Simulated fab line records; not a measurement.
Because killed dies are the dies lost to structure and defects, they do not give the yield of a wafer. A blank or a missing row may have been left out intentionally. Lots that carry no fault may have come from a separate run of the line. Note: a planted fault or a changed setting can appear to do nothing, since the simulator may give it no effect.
A single fault, viewed from 2 desks :: flow berkeley_cmos170 :: numbers are kept per desk, each desk with only its own; the story behind them comes last

== AT THE TOOL OWNER'S DESK: plasma_asher-04 ==
The tool's own readings at UCB170_BACKSIDE_STRIP_03 (strips in O2): means of the sampled wafers that have a number, for each lot that ran on this tool. If a lot's mean is further than 4 standard deviations from the usual mean, the lot is out of limits and carries the mark OUT (the distance appears in the brackets).
Columns: A = drypump_motor_current_A at UCB170_BACKSIDE_STRIP_03, usual 6.23 A; B = oes_product_au at UCB170_BACKSIDE_STRIP_03, usual 0.735 a.u.; C = strip_time_to_endpoint_s at UCB170_BACKSIDE_STRIP_03, usual 21.93 s
lot: L160
first seen here: day 8 00:37
A: 6.15
B: 0.732
C: 21.92

lot: L166
first seen here: day 9 10:37
A: 6.27
B: 0.735
C: 21.94

lot: L175
first seen here: day 11 12:49
A: 6.16
B: 0.735
C: 22.04
Result from this desk: across the 3 lots, nothing is out of limits.

== THE METROLOGY DESK ==
Means of the sampled wafers that have a number, per lot and without regard to the tool the lot ran on: this is what the gauges read. If a lot's mean is further than 4 standard deviations from the usual mean, the lot is out of limits and carries the mark OUT (the distance appears in the brackets).
Columns: A = M1_AL_THK at UCB170_M1_THK_MEAS_02, usual 597 nm
lot: L160
first seen here: day 8 06:35
A: 588

lot: L161
first seen here: day 9 09:26
A: 589

lot: L162
first seen here: day 9 09:48
A: 601

lot: L165
first seen here: day 9 18:31
A: 593

lot: L166
first seen here: day 9 18:31
A: 593

lot: L168
first seen here: day 10 06:22
A: 604

lot: L167
first seen here: day 10 06:58
A: 601

lot: L175
first seen here: day 11 18:38
A: 601

lot: L173
first seen here: day 11 20:27
A: 588

lot: L178
first seen here: day 12 13:59
A: 592

lot: L180
first seen here: day 13 05:33
A: 599

lot: L181
first seen here: day 13 05:48
A: 595

lot: L182
first seen here: day 14 02:27
A: 604
Result from this desk: across the 13 lots, nothing is out of limits.

== PUT TOGETHER ==
The tool owner's desk saw nothing out of limits.
The metrology desk saw nothing out of limits.

== WHAT THE SIMULATOR PUT IN ==
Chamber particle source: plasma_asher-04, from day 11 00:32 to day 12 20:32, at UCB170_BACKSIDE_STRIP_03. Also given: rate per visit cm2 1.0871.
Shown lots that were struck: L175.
